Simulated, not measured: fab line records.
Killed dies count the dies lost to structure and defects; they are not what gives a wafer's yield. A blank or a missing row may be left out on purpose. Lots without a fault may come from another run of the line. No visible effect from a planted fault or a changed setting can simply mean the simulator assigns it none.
Lot-split experiment || flow berkeley-cmos170 || route with 331 steps; 5 lots, 23 wafers read

SPLIT DETAILS
At UCB170_PSD_IMPLANT_08, the setting dose-cm2 was moved away from the recipe's 3e+15 on 7 of the 23 wafers read, by -6.6% to -2.9%. The other wafers ran this setting at the recipe's value.

FROM THE SPLIT TO THE READING: what the file shows between them, 12 steps
- UCB170_PSD_STRIP_09: strips in O2
- UCB170_PSD_TW_MEAS_10
- UCB170_NSD_COAT_01: resist thk 900 nm (also split here: spin-rpm)
- UCB170_NSD_SOFTBAKE_02: time 60 s
- UCB170_NSD_EXPOSE_03: exposes mask NSELECT MOD, target cd 1200 nm
- UCB170_NSD_IMPLANT_08
- UCB170_NSD_STRIP_09: strips in O2
- UCB170_BACKSIDE_SOFTBAKE_02: time 60 s (also split here: temp-c)
- UCB170_BACKSIDE_STRIP_03: strips in O2
- UCB170_BACKSIDE_CLEAN_04: cleans in SPM, time 600 s
- UCB170_SDANNEAL_RTA_00: time 10 s
- UCB170_SDANNEAL_RTA_01: time 5 s

THE READING
PSD_RS in ohm/sq, measured at UCB170_SDANNEAL_RS_MEAS_02 by four-point-probe. On this fab line, fault-free wafers typically give 75.77 ohm/sq with a standard deviation of 0.29 ohm/sq.

{"wafer": "L074.1", "tool, chamber at the split": "implanter-02, 0", "dose-cm2 as run": 3e+15, "against the recipe": "recipe", "PSD_RS, ohm/sq": 76.28, "against lot-mates on the recipe": "-"}
{"wafer": "L074.2", "tool, chamber at the split": "implanter-02, 0", "dose-cm2 as run": 2.803e+15, "against the recipe": "-6.6%", "PSD_RS, ohm/sq": 80.35, "against lot-mates on the recipe": "+4.01"}
{"wafer": "L074.4", "tool, chamber at the split": "implanter-02, 0", "dose-cm2 as run": 3e+15, "against the recipe": "recipe", "PSD_RS, ohm/sq": 76.12, "against lot-mates on the recipe": "-"}
{"wafer": "L074.5", "tool, chamber at the split": "implanter-02, 0", "dose-cm2 as run": 2.803e+15, "against the recipe": "-6.6%", "PSD_RS, ohm/sq": 80.40, "against lot-mates on the recipe": "+4.06"}
{"wafer": "L074.6", "tool, chamber at the split": "implanter-02, 0", "dose-cm2 as run": 3e+15, "against the recipe": "recipe", "PSD_RS, ohm/sq": 76.61, "against lot-mates on the recipe": "-"}
{"wafer": "L077.1", "tool, chamber at the split": "implanter-03, 0", "dose-cm2 as run": 2.878e+15, "against the recipe": "-4.1%", "PSD_RS, ohm/sq": 77.50, "against lot-mates on the recipe": "+1.89"}
{"wafer": "L077.3", "tool, chamber at the split": "implanter-03, 0", "dose-cm2 as run": 2.878e+15, "against the recipe": "-4.1%", "PSD_RS, ohm/sq": 77.82, "against lot-mates on the recipe": "+2.21"}
{"wafer": "L077.4", "tool, chamber at the split": "implanter-03, 0", "dose-cm2 as run": 3e+15, "against the recipe": "recipe", "PSD_RS, ohm/sq": 75.72, "against lot-mates on the recipe": "-"}
{"wafer": "L077.5", "tool, chamber at the split": "implanter-03, 0", "dose-cm2 as run": 3e+15, "against the recipe": "recipe", "PSD_RS, ohm/sq": 75.50, "against lot-mates on the recipe": "-"}
{"wafer": "L077.6", "tool, chamber at the split": "implanter-03, 0", "dose-cm2 as run": 2.878e+15, "against the recipe": "-4.1%", "PSD_RS, ohm/sq": 77.82, "against lot-mates on the recipe": "+2.21"}
{"wafer": "L076.1", "tool, chamber at the split": "implanter-01, 0", "dose-cm2 as run": 3e+15, "against the recipe": "recipe", "PSD_RS, ohm/sq": 75.56, "against lot-mates on the recipe": "-"}
{"wafer": "L076.2", "tool, chamber at the split": "implanter-01, 0", "dose-cm2 as run": 3e+15, "against the recipe": "recipe", "PSD_RS, ohm/sq": 75.67, "against lot-mates on the recipe": "-"}
{"wafer": "L076.4", "tool, chamber at the split": "implanter-01, 0", "dose-cm2 as run": 3e+15, "against the recipe": "recipe", "PSD_RS, ohm/sq": 75.51, "against lot-mates on the recipe": "-"}
{"wafer": "L078.1", "tool, chamber at the split": "implanter-01, 0", "dose-cm2 as run": 3e+15, "against the recipe": "recipe", "PSD_RS, ohm/sq": 76.20, "against lot-mates on the recipe": "-"}
{"wafer": "L078.2", "tool, chamber at the split": "implanter-01, 0", "dose-cm2 as run": 3e+15, "against the recipe": "recipe", "PSD_RS, ohm/sq": 76.11, "against lot-mates on the recipe": "-"}
{"wafer": "L078.4", "tool, chamber at the split": "implanter-01, 0", "dose-cm2 as run": 3e+15, "against the recipe": "recipe", "PSD_RS, ohm/sq": 76.28, "against lot-mates on the recipe": "-"}
{"wafer": "L078.5", "tool, chamber at the split": "implanter-01, 0", "dose-cm2 as run": 3e+15, "against the recipe": "recipe", "PSD_RS, ohm/sq": 76.01, "against lot-mates on the recipe": "-"}
{"wafer": "L078.6", "tool, chamber at the split": "implanter-01, 0", "dose-cm2 as run": 3e+15, "against the recipe": "recipe", "PSD_RS, ohm/sq": 76.10, "against lot-mates on the recipe": "-"}
{"wafer": "L082.1", "tool, chamber at the split": "implanter-03, 0", "dose-cm2 as run": 3e+15, "against the recipe": "recipe", "PSD_RS, ohm/sq": 75.72, "against lot-mates on the recipe": "-"}
{"wafer": "L082.2", "tool, chamber at the split": "implanter-03, 0", "dose-cm2 as run": 2.913e+15, "against the recipe": "-2.9%", "PSD_RS, ohm/sq": 77.37, "against lot-mates on the recipe": "+1.62"}
{"wafer": "L082.4", "tool, chamber at the split": "implanter-03, 0", "dose-cm2 as run": 3e+15, "against the recipe": "recipe", "PSD_RS, ohm/sq": 75.98, "against lot-mates on the recipe": "-"}
{"wafer": "L082.5", "tool, chamber at the split": "implanter-03, 0", "dose-cm2 as run": 2.913e+15, "against the recipe": "-2.9%", "PSD_RS, ohm/sq": 77.22, "against lot-mates on the recipe": "+1.47"}
{"wafer": "L082.6", "tool, chamber at the split": "implanter-03, 0", "dose-cm2 as run": 3e+15, "against the recipe": "recipe", "PSD_RS, ohm/sq": 75.54, "against lot-mates on the recipe": "-"}

FIT RESULTS
A straight line over all 23 wafers: PSD_RS changes by -0.588 ohm/sq for each +1% of dose-cm2; r = -0.95; the points scatter about the line by 0.42 ohm/sq.
The same after taking each lot's own level away (the mean of its wafers on the recipe; 23 wafers): -0.579 ohm/sq for each +1%; r = -0.99; scatter 0.18 ohm/sq.
According to that fit, moving dose-cm2 by its largest amount changes the reading by 3.8 ohm/sq.
The lots' own levels span 75.580 to 76.337 ohm/sq, that is 2.6 times the standard deviation above.
The two slopes are in agreement: the lot-to-lot level therefore moves the slope only a little.
Check: with one of the wafers moved furthest among these (-6.6%) left out of the fit, the line predicts +3.68 ohm/sq for it against its lot-mates. Against them it came out at +4.01 ohm/sq.

OTHER SPLITS ON THESE WAFERS
Before the reading, these wafers also passed through other splits. Each is held against what the fit with the lots' levels taken away leaves over:
{"other split on the same wafers": "UCB170_PVT_DEVELOP_05 develop-time-s", "wafers away from the commonest value": 11, "r with PSD_RS (lot level and that fit taken away)": "+0.22"}
{"other split on the same wafers": "UCB170_GATE_EXPOSE_09 dose-mj", "wafers away from the commonest value": 10, "r with PSD_RS (lot level and that fit taken away)": "+0.55"}
{"other split on the same wafers": "UCB170_GATE_ETCH_15 icp-w", "wafers away from the commonest value": 4, "r with PSD_RS (lot level and that fit taken away)": -0.08}
{"other split on the same wafers": "UCB170_PLDD_IMPLANT_08 dose-cm2", "wafers away from the commonest value": 11, "r with PSD_RS (lot level and that fit taken away)": "+0.07"}
{"other split on the same wafers": "UCB170_NLDD_EXPOSE_03 dose-mj", "wafers away from the commonest value": 11, "r with PSD_RS (lot level and that fit taken away)": -0.38}
{"other split on the same wafers": "UCB170_PSD_COAT_01 spin-rpm", "wafers away from the commonest value": 9, "r with PSD_RS (lot level and that fit taken away)": -0.28}
{"other split on the same wafers": "UCB170_NSD_COAT_01 spin-rpm", "wafers away from the commonest value": 6, "r with PSD_RS (lot level and that fit taken away)": -0.48}
{"other split on the same wafers": "UCB170_BACKSIDE_SOFTBAKE_02 temp-c", "wafers away from the commonest value": 8, "r with PSD_RS (lot level and that fit taken away)": "+0.23"}

THE WHOLE CHAIN: every reading that the file lists as answering this split, in the file's order
{"step": "UCB170_PSD_TW_MEAS_10", "what it does": "", "reading": "PSD_TW", "change (the file's fit)": "+8.09 for each +1% of the setting", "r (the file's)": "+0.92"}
{"step": "UCB170_SDANNEAL_RS_MEAS_02", "what it does": "measures by four-point-probe", "reading": "PSD_RS", "change (the file's fit)": "-0.581 for each +1% of the setting", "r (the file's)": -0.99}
{"step": "UCB170_PSD_STRIP_09", "what it does": "strips in O2", "reading": "strip-time-to-endpoint-s", "change (the file's fit)": "withheld for each +1% of the setting, in a fit together with spin-rpm@PSD_COAT_01", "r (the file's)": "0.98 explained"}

THE FILE'S OWN FIT
PSD_RS changes by -0.581 ohm/sq for each +1% of dose-cm2, r = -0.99.
